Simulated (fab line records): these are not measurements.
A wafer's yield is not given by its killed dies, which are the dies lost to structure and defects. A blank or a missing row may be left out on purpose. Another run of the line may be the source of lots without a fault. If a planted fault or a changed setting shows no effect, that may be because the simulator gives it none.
Problem report in the 8D (eight disciplines) form, filled by code || flow berkeley-cmos170 || the parts of the form that need people (team, actions taken, sign-off) are left out

1. THE ISSUE
tube-center-temp-C at UCB170_FIELD_OXIDATION_01 reads a mean of 1006 C on 9 wafers of 3 lots; wafers without a fault read 1000 C with a standard deviation of 0.09. Relative to the usual mean, that is a shift of +67 standard deviations.
The step: target thk 558.3 nm, ox time 7200 s.
Earliest sighting: wafer L878.2 on furnace-04 at day 8 09:19. Wafers with a number at this step in the record: 21, from 7 lots. The rule behind "out" and "out of limits": a value lying over 4 standard deviations away from the usual mean. The other wafers with a number count as sound.

2. WHAT IT IS; WHAT IT IS NOT
{"question": "which readings at this step", "is": "tube-center-temp-C, spike-tc-centre-C, tube_center_temp_C_max", "is not": "-"}
{"question": "which lots", "is": "L878, L879, L880", "is not": "L863, L869, L871, L877"}
{"question": "which wafers of those lots", "is": "all that have a number", "is not": "-"}
{"question": "read on which tools", "is": "furnace-04", "is not": "furnace-01, furnace-02"}
{"question": "when", "is": "from day 8 09:19", "is not": "up to then (12 sound wafers)"}

3. WHAT RULES OUT EACH SUSPECT
Counting: any tool at a process step up to the reading is kept as a suspect provided that every lot that is out went through it and no sound lot did after the first of them.
- furnace-04 at UCB170_FIELD_OXIDATION_01 (target thk 558.3 nm, ox time 7200 s): kept. It ran every lot that is out, first L878 (day 8 09:19), and no sound lot after that; its last sound lot up to then is L869 (day 6 20:42). On those wafers its own readings are out: spike-tc-centre-C, tube-center-temp-C, tube_center_temp_C_max.
The count leaves furnace-04 at UCB170_FIELD_OXIDATION_01.

4. THE CAUSE (what the simulator had put in)
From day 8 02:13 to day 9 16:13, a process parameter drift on furnace-04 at UCB170_FIELD_OXIDATION_01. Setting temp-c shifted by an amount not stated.
This tool alone remained once counting was done.

5. THE CHAIN OF EFFECTS, in route order
One row per reading whose mean, taken over the struck wafers that have a number, lies over 3 standard deviations from the usual. Only readings for which the record gives a usual standard deviation are gone through. hours: the time from each lot's start at the first step in this table that gives one to its start at this step, as a median over the lots. sigmas: the change in usual standard deviations.
{"hours": 0, "step": "UCB170_FIELD_OXIDATION_01", "reading": "spike-tc-centre-C", "usual": "1002.3 C", "on struck wafers": 1008.2, "change": "+5.9", "sigmas": "+5.9"}
{"hours": 0, "step": "UCB170_FIELD_OXIDATION_01", "reading": "spike-tc-load-C", "usual": "1028.5 C", "on struck wafers": 1036.7, "change": "+8.2", "sigmas": "+3.4"}
{"hours": 0, "step": "UCB170_FIELD_OXIDATION_01", "reading": "tube-center-temp-C", "usual": "1000 C", "on struck wafers": 1006, "change": "+6", "sigmas": "+67"}
{"hours": 0, "step": "UCB170_FIELD_OXIDATION_01", "reading": "tube_center_temp_C_max", "usual": 1002.6, "on struck wafers": 1008.5, "change": "+5.9", "sigmas": "+14"}
It contains these process steps:
- UCB170_FIELD_OXIDATION_01: target thk 558.3 nm, ox time 7200 s.
Later steps that measure or inspect, where all struck wafers having a row at the step show a number for every such reading and not one has moved that far: UCB170_FIELD_THK_MEAS_02, UCB170_FIELD_THK_MEAS_90, UCB170_SACOX_THK_MEAS_02, UCB170_SCREENOX_THK_MEAS_02, UCB170_NVT_OVL_MEAS_06, UCB170_NVT_TW_MEAS_09.

6. HOW IT WOULD HAVE BEEN CAUGHT EARLIER
7 hours passed between the start of the fault at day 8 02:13 and the first reading out of limits in this record, taken at day 8 09:19.
